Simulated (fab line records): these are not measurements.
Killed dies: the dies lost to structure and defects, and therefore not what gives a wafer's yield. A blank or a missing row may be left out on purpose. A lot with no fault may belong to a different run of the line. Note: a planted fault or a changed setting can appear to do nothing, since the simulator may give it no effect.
Comparing a struck lot with a sound one	flow rit cmos	17 out of 202 route steps
Sound: the wafers L613.3, L613.5, L613.6. Struck: wafers L616.4, L616.5, L616.6. At the end, the cause is stated.
Per side, at each step with rows, come the tool, then ch with its chambers, and then its first start. Under that, the readings that differ: sound wafers	struck wafers	difference of the means	sigmas: that difference in standard deviations of wafers without a fault.
alike: a reading whose means differ by less than 2 such deviations, as well as words and numbers matching on both sides. not compared: withheld readings; readings where some wafer has no value; bounds like >300 that might hide an equal value; numbers whose values overlap and for which the record gives no deviation.
The two part at a step that has a row with sigmas, a row that says differs or no value, or rows on one side only. Non-overlapping numbers with no deviation appear without sigmas and do not part them. A reading missing from all wafers of one side parts the sides only when that side holds two or more wafers.

RIT_NWELL_TW_MEAS_10:
  sound: film metro-02 at day 4 00:22; struck: film metro-02 at day 4 14:43
  alike: NWELL_TW
then, 6 steps without rows for these wafers: RIT_PWELL_HMDS_00 (prime time 60 s); RIT_PWELL_COAT_01 (resist thk 1300 nm); RIT_PWELL_SOFTBAKE_02 (time 60 s); RIT_PWELL_EXPOSE_03 (exposes mask M3, target cd 43700 nm); RIT_PWELL_PEB_04; RIT_PWELL_DEVELOP_05 (develop time 68 s).
RIT_PWELL_OVL_MEAS_06:
  sound: overlay-01 at day 4 01:25; struck: overlay-02 at day 4 15:51
  alike: PWELL_OVL
then, 2 steps without rows for these wafers: RIT_PWELL_HARDBAKE_07 (time 120 s); RIT_PWELL_IMPLANT_08.
RIT_PWELL_STRIP_09: strips in O2, time 180 s.
  sound on plasma asher-02 ch 0,1, day 4 01:53; struck on plasma asher-02 ch 0,1, day 4 16:19
  alike: drypump motor current A
  not compared: rf hours counter h
RIT_PWELL_TW_MEAS_10:
  sound: film metro-02 at day 4 02:02; struck: film metro-03 at day 4 16:28
  alike: PWELL_TW
RIT_WELLDRIVE_ANNEAL_00: time 14700 s.
  sound on furnace-03 ch 0, day 4 02:52; struck on furnace-04 ch 0, day 4 16:32
reading	sound	struck	difference	sigmas
spike tc centre C (C)	1103.0 1101.3 1103.0	1116.4 1114.1 1116.8	+13.3	+10
spike tc source C (C)	1130.2 1130.1 1129.3	1143.4 1142.2 1144.6	+13.5	+9
tube center temp C (C)	1100 1100 1100.1	1115 1115 1114.9	+15	+99 or more
tube_center_temp_C_max	1102.5 1102.6 1102.8	1117.7 1118.1 1117.3	+15.1	+33
RIT_WELLDRIVE_RS_MEAS_01: measures by four-point-probe.
  sound: film metro-02 at day 4 07:59; struck: film metro-02 at day 4 21:41
reading	sound	struck	difference	sigmas
NWELL_RS (ohm/sq)	274.5 275.1 275.1	258.7 259.6 259.2	-15.7	-25
RIT_WELLDRIVE_RS_MEAS_02: measures by four-point-probe.
  sound: film metro-02 at day 4 08:06; struck: film metro-02 at day 4 21:48
reading	sound	struck	difference	sigmas
PWELL_RS (ohm/sq)	429.6 429.1 429.6	412.5 412.7 412.7	-16.8	-13
then, 1 step without rows for these wafers: RIT_NRETRO_HMDS_00 (prime time 60 s).
RIT_M1_PROBE_99:
  sound: prober-02 at day 5 15:23; struck: prober-01 at day 6 05:14
reading	sound	struck	difference	sigmas
model.etest.nwell pinched.rs ohm sq	341.1 334.5 337.9	306.8 308.8 306.1	-30.6	
model.etest.pwell pinched.rs ohm sq	461.3 456.7 453.9	439.5 440.4 439.9	-17.4	
model.etest.pwell.rs ohm sq	412.1 415.8 412.6	400.5 395.4 398.9	-15.2	
model.etest.field n.vt v (V)	35.06 34.63 34.47	32.35 32.04 32.7	-2.36	
model.etest.field p metal.vt v (V)	-29.14 -30.58 -30.4	-31.61 -31.66 -31.71	-1.62	
model.etest.iso nwell nwell.bv v (V)	22.24 22.02 21.85	22.59 22.55 22.83	+0.62	
model.etest.field p.vt v (V)	-13.08 -13.07 -13.07	-13.7 -13.66 -13.76	-0.6	
model.etest.diode pplus nwell.bv v (V)	6.684 6.627 6.586	6.748 6.886 6.88	+0.206	
  alike: killed at contacts, killed at front end, killed dies, killed open, killed short

== WHERE THEY PART ==
First at RIT_WELLDRIVE_ANNEAL_00; last, within this record, at RIT_WELLDRIVE_RS_MEAS_02. Later steps at which nothing parts them and some readings are alike: RIT_M1_PROBE_99.

WHY: the cause the simulator had injected
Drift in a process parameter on furnace-04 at RIT_WELLDRIVE_ANNEAL_00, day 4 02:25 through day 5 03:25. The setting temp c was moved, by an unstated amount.
